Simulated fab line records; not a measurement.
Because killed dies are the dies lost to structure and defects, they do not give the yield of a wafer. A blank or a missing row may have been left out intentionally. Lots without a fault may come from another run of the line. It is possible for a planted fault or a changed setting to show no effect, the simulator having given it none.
Comparing a struck lot with a sound one -- flow rit-cmos -- 28 steps out of a route of 202
Sound: these wafers, L858.1, L858.4, L858.5. The struck wafers were L857.1, L857.4, L857.6. The cause is named last.
Per side, at each step with rows, come the tool, then ch with its chambers, and then its first start. Under that, the readings that differ: sound wafers -- struck wafers -- difference of the means -- sigmas: that difference in standard deviations of wafers without a fault.
alike: same words and numbers on both sides, and readings whose means sit less than 2 such deviations apart. not compared: any withheld reading, any reading some wafer has no value for, any bound like >300 that may hide the same value, and any number with overlapping values for which the record gives no deviation.
The two part at a step that has a row with sigmas, a row that says differs or no value, or rows on one side only. Numbers that don't overlap but have no deviation are shown without sigmas and don't part them. A reading that every wafer of one side lacks parts them only if that side has two wafers or more.

RIT_ACTIVE_BOW_MEAS_00:
  struck on film-metro-03, day 5 04:00; sound on film-metro-02, day 5 09:00
  alike: INCOMING_BOW
RIT_ACTIVE_OXIDATION_01: target thk 46.8 nm, ox time 3360 s.
  sound on furnace-04 ch 0, day 5 11:08; struck on furnace-03 ch 0, day 5 05:17
reading,sound,struck,difference,sigmas
spike-tc-centre-C (C),1002.8 1002.2 1003.8,980.1 981.6 981.5,-21.9,-22
spike-tc-load-C (C),1031 1031 1032,1000 1000 1001,-31,-8
spike-tc-source-C (C),1028.3 1029.6 1031.4,1002.1 1005.3 1003.7,-26.1,-11
tube-center-temp-C (C),999.94 1000 999.98,976.74 976.89 976.97,-23.11,-99 or more
tube_center_temp_C_max,1002.5 1002.5 1002.4,979.3 978.8 979.1,-23.4,-53
model.SiO2_of_ACTIVE_OXIDATION_01.thk-nm (nm),46.2 45.26 45.84,37.55 37.09 37.62,-8.35,
RIT_ACTIVE_THK_MEAS_02:
  struck on film-metro-04, day 5 07:13; sound on film-metro-04, day 5 13:04
reading,sound,struck,difference,sigmas
ACTIVE_OXIDE_THK (nm),46.2 45.3 45.9,37.6 37.1 37.6,-8.4,-11
then, 1 step without rows for these wafers: RIT_ACTIVE_CVD_03 (deposits Si3N4 from SiH2Cl2/NH3, target thk 150 nm, time 1500 s).
RIT_ACTIVE_THK_MEAS_04:
  struck on film-metro-04, day 5 08:42; sound on film-metro-03, day 5 14:33
  alike: ACTIVE_NITRIDE_THK
then, 6 steps without rows for these wafers: RIT_ACTIVE_HMDS_05 (prime time 60 s); RIT_ACTIVE_COAT_06 (resist thk 1000 nm); RIT_ACTIVE_SOFTBAKE_07 (time 60 s); RIT_ACTIVE_EXPOSE_08 (exposes mask M1, target cd 1400 nm); RIT_ACTIVE_PEB_09; RIT_ACTIVE_DEVELOP_10 (develop time 48.72 s).
RIT_ACTIVE_CD_MEAS_11: the cd target is 1400 nm.
  struck on cd-sem-02, day 5 09:37; sound on cd-sem-01, day 5 15:35
  alike: cd-nm
then, 1 step without rows for these wafers: RIT_ACTIVE_HARDBAKE_12 (time 60 s).
RIT_ACTIVE_ETCH_13: etches Si3N4 in SF6, stops on SiO2, time 210 s, target depth 210 nm.
  sound on rie-diel-04 ch 0,1, day 5 15:51; struck on rie-diel-01 ch 0,2,3, day 5 09:53
  alike: SF6_flow_sccm, drypump-motor-current-A, oes-product-au, throttle-valve-pct
  not compared: rf-hours-counter-h
RIT_ACTIVE_STRIP_14: strips in O2, time 180 s.
  sound on plasma-asher-04 ch 0, day 5 15:59; struck on plasma-asher-04 ch 0,1, day 5 10:01
  alike: drypump-motor-current-A
  not compared: rf-hours-counter-h
RIT_ACTIVE_CD_MEAS_90: the cd target is 1400 nm.
  struck on cd-sem-02, day 5 10:11; sound on cd-sem-02, day 5 16:10
  alike: cd-nm
then, 4 steps without rows for these wafers: RIT_ACTIVE_CLEAN_15 (cleans in SC1, time 600 s); RIT_ACTIVE_CLEAN_16 (cleans in dHF, time 30 s); RIT_ACTIVE_CLEAN_17 (cleans in SC2, time 600 s); RIT_FOX1_OXIDATION_00 (target thk 350.7 nm, ox time 1130 s).
RIT_FOX1_THK_MEAS_01:
  struck on film-metro-04, day 5 14:59; sound on film-metro-02, day 5 18:00
  alike: FOX1_OXIDE_THK
then, 2 steps without rows for these wafers: RIT_FOX1_WET_ETCH_02 (etches SiO2 in BOE, target depth 350 nm, time 390 s); RIT_FOX2_OXIDATION_00 (target thk 350.7 nm, ox time 1130 s).
RIT_FOX2_THK_MEAS_01:
  struck on film-metro-03, day 5 17:29; sound on film-metro-03, day 5 19:30
reading,sound,struck,difference,sigmas
FOX2_OXIDE_THK (nm),338 344 341,364 359 362,+21,+3
then, 1 step without rows for these wafers: RIT_FOX2_CLEAN_02 (cleans in dHF, time 180 s).
RIT_FOX2_WET_ETCH_03: etches Si3N4 in H3PO4, target depth 195 nm, time 2624 s.
  sound on wet-bench-02 ch 0, day 5 19:37; struck on wet-bench-02 ch 0, day 5 17:37
reading,sound,struck,difference,sigmas
model.SiO2_of_ACTIVE_OXIDATION_01.thk-nm (nm),41.3 40.48 40.98,33.55 33.12 33.57,-7.51,
RIT_FOX2_THK_MEAS_90:
  struck on film-metro-01, day 5 18:26; sound on film-metro-03, day 5 20:27
reading,sound,struck,difference,sigmas
FIELD_OXIDE_LEFT_1_THK (nm),311 317 315,336 333 335,+20,+3
RIT_M1_PROBE_99:
  struck on prober-02, day 7 09:01; sound on prober-01, day 7 11:35
reading,sound,struck,difference,sigmas
model.etest.nldd.width-nm (nm),3188 3209 3185,3237 3255 3240,+50,
model.etest.pldd.width-nm (nm),3166 3212 3198,3232 3251 3253,+53,
model.etest.nmos-narrow.drive-ua-um,218.2 222.2 216.6,227.4 233.8 231.7,+12.0,
model.etest.cap-n-gate.c-min-ff-um2,2.393 2.388 2.38,2.307 2.307 2.318,-0.076,
  alike: killed-at-contacts, killed-at-front-end, killed-dies, killed-open, killed-short
  not compared: model.etest.nplus-sal.width-nm, model.etest.pplus-sal.width-nm, model.etest.pmos-narrow.drive-ua-um, model.etest.iso-nwell-nwell.lateral-log10-a-um

## WHERE THEY PART
Earliest at RIT_ACTIVE_OXIDATION_01; latest, in this record, at RIT_FOX2_THK_MEAS_90. Later steps at which nothing parts them and some readings are alike: RIT_M1_PROBE_99.

WHY: the cause the simulator had injected
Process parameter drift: furnace-03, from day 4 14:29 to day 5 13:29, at RIT_ACTIVE_OXIDATION_01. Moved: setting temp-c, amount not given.
